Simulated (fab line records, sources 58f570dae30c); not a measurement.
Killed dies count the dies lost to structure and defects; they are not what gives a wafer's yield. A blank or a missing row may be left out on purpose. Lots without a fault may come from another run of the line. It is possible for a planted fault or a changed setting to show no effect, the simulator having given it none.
Which tool was responsible? + flow berkeleyCmos170 + 15 lots, 45 wafers sampled, at 2 steps of a route of 331

WHAT EACH GAUGE READ, for each wafer
UCB170_SCREENOX_THK_MEAS_02. Usual: SCREENOX_OXIDE_THK 14.33 nm, standard deviation 0.3.
| lot  | measured     | on           | SCREENOX_OXIDE_THK (nm) | flag |
|------|--------------|--------------|-------------------------|------|
| L846 | day 6 13:04  | filmMetro-03 | 13.96 14.34 14.03       |      |
| L847 | day 6 13:04  | filmMetro-01 | 13.77 14.08 14.26       |      |
| L845 | day 6 13:05  | filmMetro-02 | 13.80 14.01 13.54       |      |
| L848 | day 6 13:07  | filmMetro-03 | 14.79 14.75 14.77       |      |
| L851 | day 7 19:56  | filmMetro-03 | 14.02 13.97 13.88       |      |
| L849 | day 7 19:56  | filmMetro-01 | 14.49 14.24 14.24       |      |
| L855 | day 8 14:24  | filmMetro-02 | 14.74 14.47 14.50       |      |
| L856 | day 8 14:24  | filmMetro-03 | 14.84 14.49 14.59       |      |
| L859 | day 9 09:01  | filmMetro-01 | 14.35 14.26 14.29       |      |
| L858 | day 9 09:02  | filmMetro-02 | 14.70 14.68 14.71       |      |
| L860 | day 9 17:26  | filmMetro-03 | 14.31 14.55 14.35       |      |
| L861 | day 9 17:27  | filmMetro-02 | 14.26 14.15 14.00       |      |
| L863 | day 10 03:53 | filmMetro-03 | 14.63 14.59 14.52       |      |
| L865 | day 10 22:14 | filmMetro-02 | 14.49 14.38 14.29       |      |
| L864 | day 10 22:19 | filmMetro-01 | 14.00 13.99 14.06       |      |

UCB170_NVT_TW_MEAS_09. Usual: NVT_TW 524, standard deviation 4.2.
| lot  | measured     | on           | NVT_TW      | flag |
|------|--------------|--------------|-------------|------|
| L846 | day 6 20:43  | filmMetro-02 | 518 521 519 |      |
| L847 | day 6 20:00  | filmMetro-02 | 517 517 519 |      |
| L845 | day 6 20:30  | filmMetro-04 | 528 534 528 |      |
| L848 | day 6 20:49  | filmMetro-01 | 527 529 528 |      |
| L851 | day 8 04:00  | filmMetro-01 | 526 528 523 |      |
| L849 | day 8 03:43  | filmMetro-04 | 528 529 530 |      |
| L855 | day 8 23:57  | filmMetro-02 | 520 516 518 |      |
| L856 | day 8 23:43  | filmMetro-01 | 525 527 525 |      |
| L859 | day 9 17:07  | filmMetro-02 | 519 519 519 |      |
| L858 | day 9 17:25  | filmMetro-01 | 527 524 525 |      |
| L860 | day 9 21:59  | filmMetro-01 | 523 527 524 |      |
| L861 | day 9 22:17  | filmMetro-04 | 532 531 530 |      |
| L863 | day 10 12:25 | filmMetro-02 | 519 523 521 |      |
| L865 | day 11 05:08 | filmMetro-04 | 526 526 527 |      |
| L864 | day 11 05:55 | filmMetro-02 | 523 520 521 |      |

EACH LOT AND THE TOOL THAT RAN IT (in order: tool; ch and the chambers of the sampled wafers; start)
Record: no process step prior to these readings.

AS READ BY THE TOOLS THEMSELVES (means over the sampled wafers that have a number; for cases with no such wafer, the mark the record gives instead)
The record holds no such reading with a usual standard deviation.

THE ANSWER, worked out from the rows above alone
Rule: a lot counts as off when the mean over its wafers that have a number is more than 3 standard deviations away from the usual mean. A lot without any number at a reading at which 4 lots or more have one is off too. All remaining lots with rows at the step are treated as sound. Order of review: gauges by route order, followed by the tools' own readings, for which a lot's mean as printed above is used. The first step at which some lot is off is used, and at that step the reading that is off furthest; a lot without a number counts as furthest.
Nothing can be told from this: no lot is off at any reading shown.

WHAT THE SIMULATOR HAD INSERTED
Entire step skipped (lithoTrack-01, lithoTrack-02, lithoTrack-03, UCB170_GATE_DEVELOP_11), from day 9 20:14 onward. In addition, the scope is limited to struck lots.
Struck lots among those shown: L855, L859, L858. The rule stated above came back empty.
